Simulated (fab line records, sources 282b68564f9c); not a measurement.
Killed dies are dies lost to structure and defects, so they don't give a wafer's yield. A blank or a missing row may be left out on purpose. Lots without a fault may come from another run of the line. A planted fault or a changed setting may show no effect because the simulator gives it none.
Chamber matching | flow rit_cmos | RIT_ACTIVE_ETCH_13 on rie_diel-03: 4 sister chambers
The step etches Si3N4 in SF6, stops on SiO2, time 210 s, target depth 210 nm. 4 wafers are shown with their chamber, then 8 later ones without.

WAFERS WITH THEIR CHAMBER
wafer  | chamber | drypump_motor_current_A (A)
L752.5 | 3       | 5.7
L756.5 | 2       | 5.5
L756.6 | 1       | 6.3
L758.1 | 0       | 5.7

WAFERS WITHOUT THEIR CHAMBER
wafer  | drypump_motor_current_A (A)
L758.5 | 6.3
L758.6 | 5.7
L765.1 | 5.6
L765.3 | 5.7
L765.5 | 5.7
L766.2 | 6.3
L766.3 | 5.6
L766.4 | 5.7

WHICH CHAMBER EACH WENT THROUGH
wafer  | from the rows above          | in truth
L758.5 | 1                            | 1
L758.6 | can't be placed: 0 or 3      | 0
L765.1 | can't be placed: 2 or 0 or 3 | 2
L765.3 | can't be placed: 0 or 3      | 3
L765.5 | can't be placed: 0 or 3      | 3
L766.2 | 1                            | 1
L766.3 | can't be placed: 2 or 0 or 3 | 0
L766.4 | can't be placed: 0 or 3      | 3
Placed correctly: 2 of 8. Can't be placed from these rows: 6 (the true chamber is among the candidates in 6). Placed wrongly: 0.
How it was worked out, from the rows above alone: a wafer's distance from a chamber is the root of the sum, over the readings, of the square of ((its reading less the chamber's mean) divided by the reading's scatter). The wafer belongs to the nearest chamber; if the next one is less than 2 further off, it can't be placed. A chamber's mean is the mean of its shown wafers. The scatter: with one shown wafer a chamber, the root of the mean of the squares of how far each hidden wafer lies from its nearest shown one.
